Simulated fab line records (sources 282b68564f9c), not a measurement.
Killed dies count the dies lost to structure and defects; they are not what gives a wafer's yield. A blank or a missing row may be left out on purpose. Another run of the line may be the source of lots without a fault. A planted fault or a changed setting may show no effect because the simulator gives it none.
Code-filled problem report in 8D (eight disciplines) form / flow rit cmos / the parts of the form that need people (team, actions taken, sign-off) are left out

## 1. THE PROBLEM
Across 9 wafers from 3 lots, FOX1_OXIDE_THK at RIT_FOX1_THK_MEAS_01 averages 278 nm, while fault-free wafers read 350 nm with a standard deviation of 7.1. Measured from the usual mean, that is -10 standard deviations.
Earliest sighting: wafer L899.1 on film metro-01 at day 2 19:22. Wafers with a number at this step in the record: 42, from 14 lots. Rule for "out" (also "out of limits"): further than 4 standard deviations from the usual mean. The other wafers with a number count as sound.

## 2. WHAT IT IS; WHAT IT IS NOT
question=which readings at this step | is=FOX1_OXIDE_THK | is not=-
question=which lots | is=L899, L900, L902 | is not=L894, L895, L896, L897, L898, L901, L910, L912, L915, L916, L917
question=which wafers of those lots | is=all that have a number | is not=-
question=read on which gauges | is=film metro-01, film metro-04 | is not=film metro-03
question=when | is=from day 2 19:22 | is not=up to then (15 sound wafers); but 18 sound wafers of L901, L910, L912, L915, L916, L917 came after

## 3. THE SUSPECTS, EACH WITH WHAT RULES IT OUT
Counting: a tool stays on the suspect list if, at a process step up to the reading, it processed all lots that are out and no sound lot following the first of them.
- the gauge at RIT_FOX1_THK_MEAS_01 is ruled out. 2 gauges (film metro-01, film metro-04) read the wafers that are out.
- furnace-04 at RIT_FOX1_OXIDATION_00 (target thk 350.7 nm, ox time 1130 s): kept. Every lot that is out went through it, starting with L899 (day 2 18:03), and after that it ran no sound lot; the last sound lot it ran before then is L898 (day 2 12:04). Its own readings are out on those wafers: spike tc centre C, spike tc load C, spike tc source C, tube center temp C, tube_center_temp_C_max.
Left after counting: furnace-04 at RIT_FOX1_OXIDATION_00.

## 4. THE CAUSE (what the simulator had put in)
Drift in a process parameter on furnace-04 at RIT_FOX1_OXIDATION_00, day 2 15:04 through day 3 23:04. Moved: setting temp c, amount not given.
Only this tool survived the counting.

## 5. THE CHAIN OF EFFECTS, in route order
One row per reading whose mean, taken over the struck wafers that have a number, lies over 3 standard deviations from the usual. Readings are gone through only where the record gives a usual standard deviation; hours: the median, over the lots, of the time from a lot's start at the first step in this table giving one to that lot's start at this step; sigmas: the change measured in usual standard deviations.
hours=0; step=RIT_FOX1_OXIDATION_00; reading=spike tc centre C; usual=1101.5 C; on struck wafers=1061.2; change=-40.3; sigmas=-37
hours=0; step=RIT_FOX1_OXIDATION_00; reading=spike tc load C; usual=1129.1 C; on struck wafers=1086.4; change=-42.7; sigmas=-22
hours=0; step=RIT_FOX1_OXIDATION_00; reading=spike tc source C; usual=1126.2 C; on struck wafers=1083.1; change=-43.1; sigmas=-18
hours=0; step=RIT_FOX1_OXIDATION_00; reading=tube center temp C; usual=1100 C; on struck wafers=1060; change=-40; sigmas=-99 or more
hours=0; step=RIT_FOX1_OXIDATION_00; reading=tube_center_temp_C_max; usual=1102.7; on struck wafers=1063.0; change=-39.7; sigmas=-90
hours=0; step=RIT_FOX1_OXIDATION_00; reading=zone power load pct; usual=43.2 %; on struck wafers=38.7; change=-4.5; sigmas=-4.5
hours=1; step=RIT_FOX1_THK_MEAS_01; reading=FOX1_OXIDE_THK; usual=350 nm; on struck wafers=278; change=-72; sigmas=-10
Its process steps:
- RIT_FOX1_OXIDATION_00: target thk 350.7 nm, ox time 1130 s.

## 6. HOW IT WOULD HAVE BEEN CAUGHT EARLIER
In this record the first reading out of limits at a measuring or inspecting step was taken at day 2 19:22, 4 hours after the fault began at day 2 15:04.
The tool's own readings at RIT_FOX1_OXIDATION_00 were out on every struck wafer that the step has a row for (spike tc centre C, spike tc load C, spike tc source C, tube center temp C, tube_center_temp_C_max): an alarm limit on them would have fired on the first of those.
Lots out: 3; of these, L900, L902 started RIT_FOX1_OXIDATION_00 on furnace-04 after day 2 19:22. A hold on the tool at that time would have spared those 2.
